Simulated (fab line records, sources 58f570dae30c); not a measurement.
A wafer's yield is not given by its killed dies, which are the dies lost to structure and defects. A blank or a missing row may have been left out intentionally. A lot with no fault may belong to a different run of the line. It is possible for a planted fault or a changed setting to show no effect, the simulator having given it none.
Code-filled problem report in 8D (eight disciplines) form ; flow berkeley-cmos170 ; the parts of the form that need people (team, actions taken, sign-off) are left out

## 1. WHAT IS WRONG
NLDD_RS at UCB170_SDANNEAL_RS_MEAS_05 reads a mean of 647.0 ohm/sq on 6 wafers of 2 lots; wafers without a fault read 616.0 ohm/sq with a standard deviation of 1.6. That puts it +19 standard deviations away from the usual mean.
The step: measures by four-point-probe.
First seen on wafer L235.1, day 10 04:44, on film-metro-03. Wafers with a number at this step in the record: 42, from 14 lots. The rule behind "out" and "out of limits": a value lying over 4 standard deviations away from the usual mean. The rest of the wafers with a number are treated as sound.

## 2. WHAT IT IS, WHAT IT ISN'T
question;is;is not
which readings at this step;NLDD_RS;-
which lots;L235, L239;L220, L221, L222, L224, L225, L226, L227, L230, L232, L237, L240, L242
which wafers of those lots;all that have a number;-
read on which gauges;film-metro-01, film-metro-03;film-metro-02
when;from day 10 04:44;"up to then (27 sound wafers); but 9 sound wafers of L237, L240, L242 came after"

## 3. WHAT RULES OUT EACH SUSPECT
Counting: a tool at any process step up to the reading remains a suspect when it ran all the lots that are out and ran no sound lot after the first of those.
- the gauge at UCB170_SDANNEAL_RS_MEAS_05 has been ruled out. 2 gauges (film-metro-01, film-metro-03) read the wafers that are out.
- implanter-01 at UCB170_NLDD_IMPLANT_08: kept. It ran every lot that is out, first L235 (day 9 18:39), and no sound lot after that; its last sound lot up to then is L237 (day 9 17:42).
Remaining after the count: implanter-01 at UCB170_NLDD_IMPLANT_08.

## 4. THE CAUSE (what the simulator had put in)
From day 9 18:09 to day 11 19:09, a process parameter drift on implanter-01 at UCB170_NLDD_IMPLANT_08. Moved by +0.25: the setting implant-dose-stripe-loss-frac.
After counting, this tool was the only one left.

## 5. THE EFFECT CHAIN, in route order
Rows list readings where the struck wafers' mean (over those with a number) sits beyond 3 standard deviations from the usual. Only readings whose record carries a usual standard deviation are examined. hours: median over the lots of the time between each lot's start at the first step of this table that gives one and its start at this step. sigmas: the change, counted in usual standard deviations.
hours;step;reading;usual;on struck wafers;change;sigmas
0;UCB170_SDANNEAL_RS_MEAS_05;NLDD_RS;616.0 ohm/sq;647.0;+31.0;+19
Later steps that measure or inspect, where all struck wafers having a row at the step show a number for every such reading and not one has moved that far: UCB170_M1_CD_MEAS_09.

## 6. HOW IT WOULD HAVE BEEN CAUGHT EARLIER
11 hours passed between the start of the fault at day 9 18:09 and the first reading out of limits at a measuring or inspecting step in this record, taken at day 10 04:44.
An alarm limit of 4 standard deviations would not have fired on the tool readings at UCB170_NLDD_IMPLANT_08 for which the record gives a usual standard deviation, since none of them was out on any struck wafer.
Each of the lots that are out, 2 in all, had begun UCB170_NLDD_IMPLANT_08 on implanter-01 no later than day 10 04:44. Had the tool been put on hold then, not one of them would have been saved.
